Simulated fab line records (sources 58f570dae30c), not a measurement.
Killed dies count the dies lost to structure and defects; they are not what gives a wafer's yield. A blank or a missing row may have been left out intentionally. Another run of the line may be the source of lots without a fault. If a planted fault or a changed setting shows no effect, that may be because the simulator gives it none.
2 desks, one fault | flow berkeley cmos170 | every desk sees just its own numbers, and what lay behind them comes last

== METROLOGY DESK ==
What the gauges read for every lot (on any tool): the sampled wafers with a number, averaged. If a lot's mean is further than 4 standard deviations from the usual mean, the lot is out of limits and carries the mark OUT (the distance appears in the brackets).
Columns: A = START_OXIDE_THK at UCB170_START_THK_MEAS_03, usual 20.1 nm; B = V2_OVL at UCB170_V2_OVL_MEAS_13, usual 5 nm
lot  | first seen here | A    | B
L592 | day 1 17:11     | 20.6 | 6
L591 | day 1 17:12     | 20.0 | 2
L593 | day 2 02:37     | 20.5 | 4
L594 | day 2 05:22     | 20.1 | 5
L595 | day 2 10:48     | 19.7 | 8
L596 | day 2 17:20     | 19.5 | 2
L597 | day 2 22:23     | 20.0 | 10
L598 | day 3 02:55     | 20.2 | 0
L599 | day 3 08:22     | 20.6 | 2
L603 | day 4 03:08     | 20.0 | 11
L604 | day 4 10:48     | 20.0 | -1
L610 | day 5 16:04     | 20.4 | 9
L612 | day 5 23:53     | 20.0 | 9
L613 | day 6 06:08     | 20.2 | 5
This desk found nothing out of limits on any of the 14 lots.

== AT THE TOOL OWNER'S DESK: implanter-01 ==
UCB170_PVT_IMPLANT_07, tool's own readings: per-lot mean of the sampled wafers with a number, covering each lot this tool ran. If a lot's mean is further than 4 standard deviations from the usual mean, the lot is out of limits and carries the mark OUT (the distance appears in the brackets).
Columns: A = beam energy keV at UCB170_PVT_IMPLANT_07, usual 30.001; B = dose ions cm2 at UCB170_PVT_IMPLANT_07, usual 2.0001e+12
lot  | first seen here | A                        | B
L593 | day 6 18:08     | 30.002                   | 1.9978e+12
L596 | day 7 11:31     | 30.008                   | 1.9985e+12
L597 | day 8 08:04     | 29.994                   | 1.9989e+12
L610 | day 11 06:37    | 28.944 (-99 or more) OUT | 1.9993e+12
L612 | day 11 07:05    | 28.945 (-99 or more) OUT | 2.0005e+12
This desk finds L610, L612 out of limits, L610 being first, at day 11 06:37 (beam energy keV at UCB170_PVT_IMPLANT_07). L593, L596, L597 stayed within limits.

== ALL TOGETHER ==
An alarm could have come from the tool owner's desk at day 11 06:37, on L610, L612.
From the metrology desk's view, nothing was out of limits.
The metrology desk holds a record of L610, L612, inside its limits.
Of the lots named, all ran UCB170_PVT_IMPLANT_07 on implanter-01.

== WHAT THE SIMULATOR HAD INSERTED ==
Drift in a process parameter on implanter-01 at UCB170_PVT_IMPLANT_07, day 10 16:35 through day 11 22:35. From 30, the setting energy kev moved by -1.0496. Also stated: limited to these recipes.
Shown lots that were struck: L610, L612.
Time in hours from fault onset to the first out-of-limits reading at each desk: the tool owner's desk, 14.
